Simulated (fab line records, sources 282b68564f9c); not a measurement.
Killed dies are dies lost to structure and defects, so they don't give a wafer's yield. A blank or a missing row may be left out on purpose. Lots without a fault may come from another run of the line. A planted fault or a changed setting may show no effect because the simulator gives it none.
fab line records | flow rit_cmos
record lots=14 wafers=42 last_day=7
route steps=202 shown CONTACT@168 M1@202
lots that met no fault: from a run of the same line without faults
start_h: hours from the record's first day to the start of the lot's first wafer shown | wait_h: hours since the lot's step before | " the same as in the row above | L1.1+2: a row that stands for several wafers | - no value, or no start given | * or withheld: withheld | < > ~ a bound
route shown NAME@n: a module of which the file shows steps, and the number in the route of the first | usual: mean/standard deviation of fault-free wafers | same: alike in all rows | chamber/n: place in a boat | sites: the reading at each site | _std_site: their standard deviation | _edge_site: outer sites' mean less inner sites' | radius_mm: how far each site lies from the wafer's centre | mask NAME#n: copy n | behind: the tool/chamber that last shaped the wafer | hold: why the lot was held/for how many hours/how that ended | device: the transistor (n, p or np) that didn't switch | end of line: the same wafers' tests at the end of the route | a step without rows: its recipe alone | killed: dies lost to structure and defects at the first sort, not the wafer's yield | map: a wafer's dies, x killed, . not, _ none there
set.NAME: the setting as run; set.NAME@STEP: as run at that earlier step | model.NAME: the simulator's own value behind a step, which no gauge read
steps of the route over a sample of lots; a table a step, a row a wafer
services: from which hour (start_h, from the record's first day; less than 0 if before it) a tool's chamber was out of use, for how many hours, and why
## steps
# step RIT_CONTACT_CVD_00
# recipe material=SiO2 target_thk_nm=400 precursor=TEOS temp_c=390 time_s=61 rf_w=400
# usual heater_power_w=313/50 susceptor_temp_C=390.00/0.21
# columns lot.wafer tool chamber start_h wait_h heater_power_w susceptor_temp_C
L582.2 pecvd-02 2 65.45 0.0 274 389.94
L582.4 " 1 " " 307 390.13
L582.6 " 0 " " 313 389.77
L583.3 pecvd-01 1 68.17 0.0 263 389.69
L583.4 " 1 " " 279 389.85
L583.5 " 0 " " 286 389.96
L584.3 pecvd-03 2 68.63 0.0 278 389.81
L584.4 " 1 " " 357 389.62
L584.6 " 2 " " 299 390.07
L585.1 pecvd-02 1 73.29 0.1 316 390.00
L585.2 " 2 " " 350 389.83
L585.3 " 0 " " 276 389.91
L589.1 pecvd-01 0 96.25 0.1 248 389.77
L589.2 " 2 " " 441 390.30
L589.5 " 2 " " 447 389.88
L590.1 pecvd-02 1 102.79 0.1 252 390.04
L590.3 " 2 " " 339 390.20
L590.6 " 2 " " 341 389.78
L592.1 pecvd-01 2 108.99 0.1 357 390.40
L592.2 " 1 " " 256 390.05
L592.5 " 1 " " 288 390.09
L596.1 pecvd-03 0 128.55 0.1 270 390.05
L596.3 " 2 " " 277 389.97
L596.6 " 1 " " 355 390.04
L597.1 pecvd-02 1 134.12 0.1 312 390.02
L597.5 " 1 " " 230 390.19
L597.6 " 2 " " 328 389.84
L599.2 pecvd-03 1 142.52 0.0 334 389.90
L599.3 " 0 " " 216 389.99
L599.5 " 0 " " 235 389.82
L600.2 pecvd-02 0 149.85 0.0 334 390.40
L600.3 " 1 " " 292 390.05
L600.6 " 1 " " 302 390.13
L602.3 pecvd-03 1 152.84 0.0 334 390.11
L602.5 " 2 " " 335 390.11
L602.6 " 0 " " 261 390.23
L603.2 pecvd-02 2 161.40 0.0 335 389.93
L603.5 " 0 " " 318 390.01
L603.6 " 1 " " 278 389.98
L605.1 pecvd-03 1 171.74 0.1 354 389.96
L605.5 " 0 " " 247 390.05
L605.6 " 2 " " 351 389.68
# step RIT_CONTACT_THK_MEAS_01
# recipe reads=SiO2_of_CONTACT_CVD_00
# usual CONTACT_TEOS_THK=400/4.8
# columns lot.wafer tool chamber start_h wait_h CONTACT_TEOS_THK[nm]
L582.2 film_metro-01 - 65.51 0.0 401
L582.4 " - " " 406
L582.6 " - " " 405
L583.3 film_metro-02 - 68.24 0.0 396
L583.4 " - " " 407
L583.5 " - " " 408
L584.3 film_metro-01 - 68.70 0.0 396
L584.4 " - " " 401
L584.6 " - " " 401
L585.1 film_metro-01 - 73.34 0.0 399
L585.2 " - " " 404
L585.3 " - " " 404
L589.1 film_metro-04 - 96.30 0.0 404
L589.2 " - " " 351
L589.5 " - " " 357
L590.1 film_metro-01 - 102.84 0.0 398
L590.3 " - " " 400
L590.6 " - " " 403
L592.1 film_metro-04 - 109.06 0.1 342
L592.2 " - " " 395
L592.5 " - " " 399
L596.1 film_metro-02 - 128.60 0.0 386
L596.3 " - " " 392
L596.6 " - " " 404
L597.1 film_metro-02 - 134.17 0.0 392
L597.5 " - " " 402
L597.6 " - " " 400
L599.2 film_metro-01 - 142.58 0.0 395
L599.3 " - " " 388
L599.5 " - " " 397
L600.2 film_metro-01 - 149.91 0.0 403
L600.3 " - " " 394
L600.6 " - " " 402
L602.3 film_metro-01 - 152.91 0.0 399
L602.5 " - " " 402
L602.6 " - " " 405
L603.2 film_metro-02 - 161.46 0.0 404
L603.5 " - " " 407
L603.6 " - " " 404
L605.1 film_metro-04 - 171.79 0.0 405
L605.5 " - " " 400
L605.6 " - " " 398
# step RIT_M1_PROBE_99
# usual killed_at_contacts=0.1/0.23 killed_at_front_end=6.6/2.8 killed_dies=6.6/2.8 killed_open=3.3/2 killed_short=3.2/1.7
# same gross_dies=264 killed_at_M0_to_M3=0 killed_at_M4_up=0 killed_at_back_side=0 killed_at_other=0
# columns lot.wafer tool chamber start_h wait_h killed_at_contacts killed_at_front_end killed_dies killed_open killed_short
L596.1 prober-02 - 135.30 0.1 0 7 7 3 4
# killed by level:class
L596.1 GATE:geometric_particle:open=3 FOX1:geometric_particle:short=2 REOX:geometric_particle:short=2
## services
# columns tool chamber start_h hours kind
pecvd-03 - 85.27 1.0 repair
pecvd-01 - 89.32 6.0 pm
pecvd-01 0 99.99 13.7 repair
pecvd-01 1 136.30 19.4 repair
## key
first_sign step=RIT_CONTACT_THK_MEAS_01 reading=CONTACT_TEOS_THK direction=down sigmas=10 usual=400 struck=350
effect none on later readings
met_at RIT_CONTACT_CVD_00
struck_lots L589,L592
struck_wafers L589.2,L589.5,L592.1
tester_left_out L589,L592
fault kind=site_profile_drift tool=pecvd-01 chamber=2 onset_h=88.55 steps=RIT_CONTACT_CVD_00 basis=fraction max_abs_drift=0.28734 slope_share_per_hr=63.853 site_pattern=0,0,0,0,0,-1,-1,-1,-1
# tester_left_out: of these lots the tester's yield and bins aren't shown, on N5 and GAA mostly nor the transistor test; their killed dies are dies lost to structure and defects alone, not to doping, threshold or leakage, so they don't give the yield
